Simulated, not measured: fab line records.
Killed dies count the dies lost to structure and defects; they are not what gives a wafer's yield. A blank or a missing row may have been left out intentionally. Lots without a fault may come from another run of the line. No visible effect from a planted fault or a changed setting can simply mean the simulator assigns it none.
Commonality check across tools	flow rit_cmos	13 lots and 39 wafers in the sample

## THE REASON FOR OPENING IT
RIT_ACTIVE_THK_MEAS_04, reading ACTIVE_NITRIDE_THK: flagged on 1 of 13 lots. No-fault wafers: 151.4 nm, standard deviation 1.6.
Rule: flag the lot when none of its wafers has a number, or when each of its wafers that has one lies beyond 4 standard deviations from that mean. All remaining lots are regarded as sound.

lot	measured	on	ACTIVE_NITRIDE_THK (nm), wafer by wafer	flag
L559	day 1 14:28	film_metro-03	148.4 147.6 148.7	
L560	day 1 19:14	film_metro-01	151.8 153.0 152.6	
L561	day 1 23:58	film_metro-01	151.3 153.0 152.4	
L562	day 2 04:32	film_metro-03	152.2 151.1 150.8	
L564	day 2 14:51	film_metro-03	151.6 152.1 152.6	
L565	day 2 20:56	film_metro-01	152.1 151.1 151.6	
L566	day 3 05:04	film_metro-01	153.3 154.9 152.6	
L567	day 3 08:33	film_metro-04	151.9 151.2 152.6	
L568	day 3 12:31	film_metro-04	150.3 151.0 150.8	
L570	day 3 20:58	film_metro-04	152.9 154.7 152.7	
L576	day 5 03:38	film_metro-04	251.7 253.5 253.1	FLAGGED
L580	day 6 00:04	film_metro-03	150.6 149.1 150.4	
L582	day 6 08:32	film_metro-04	152.7 152.1 152.5	
The numbers of the flagged lots are 252.8 nm on average: +101.4 nm against the usual, or +63 standard deviations.

## WHICH TOOL RAN EACH LOT
The record keeps 1 process step preceding the reading, out of 202 steps on the route. Every cell lists first the tool, next ch and the chambers used by the sampled wafers, and last the start.
lot	flag	RIT_ACTIVE_CVD_03
L559		lpcvd-01 ch 1, day 1 13:01
L560		lpcvd-01 ch 1, day 1 17:49
L561		lpcvd-02 ch 1, day 1 22:34
L562		lpcvd-02 ch 1, day 2 03:07
L564		lpcvd-02 ch 0, day 2 13:26
L565		lpcvd-01 ch 1, day 2 19:30
L566		lpcvd-02 ch 1, day 3 03:38
L567		lpcvd-02 ch 0, day 3 07:08
L568		lpcvd-01 ch 0, day 3 10:23
L570		lpcvd-02 ch 0, day 3 19:32
L576	FLAGGED	lpcvd-01 ch 1, day 5 02:13
L580		lpcvd-01 ch 0, day 5 22:39
L582		lpcvd-02 ch 0, day 6 07:07
What these steps do:
- RIT_ACTIVE_CVD_03: deposits Si3N4 from SiH2Cl2/NH3, target thk 150 nm, time 1500 s.
- RIT_ACTIVE_THK_MEAS_04

## FLAGGED OVER TOTAL, TOOL BY TOOL (the gauges that took the reading come last)
step	tool	lots run	flagged	share of the flagged lots	sound lots run after its first flagged lot
RIT_ACTIVE_CVD_03	lpcvd-01	6	1	all	1 (L580)
RIT_ACTIVE_CVD_03	lpcvd-02	7	0	none	-
RIT_ACTIVE_THK_MEAS_04	film_metro-01	4	0	none	-
RIT_ACTIVE_THK_MEAS_04	film_metro-03	4	0	none	-
RIT_ACTIVE_THK_MEAS_04	film_metro-04	5	1	all	1 (L582)

## WHAT THE TABLE ALLOWS
lpcvd-01 at RIT_ACTIVE_CVD_03 and film_metro-04 at RIT_ACTIVE_THK_MEAS_04 are the 2 rows of the table that ran each flagged lot.
- lpcvd-01 at RIT_ACTIVE_CVD_03: 1 of its 6 lots flagged. After the first flagged lot (L580), sound lots still ran on it; a lasting fault on the whole tool would not permit that. Its own readings lie more than 4 standard deviations out on every wafer of the flagged lots: spike_tc_centre_C, spike_tc_load_C, spike_tc_source_C, susceptor_temp_C.
- film_metro-04 at RIT_ACTIVE_THK_MEAS_04: 1 of its 5 lots flagged. After the first flagged lot (L582), sound lots still ran on it; a lasting fault on the whole tool would not permit that.
None of the table's rows ran every flagged lot and, after the first, no sound lot.

## WHAT HAD BEEN PUT IN BY THE SIMULATOR
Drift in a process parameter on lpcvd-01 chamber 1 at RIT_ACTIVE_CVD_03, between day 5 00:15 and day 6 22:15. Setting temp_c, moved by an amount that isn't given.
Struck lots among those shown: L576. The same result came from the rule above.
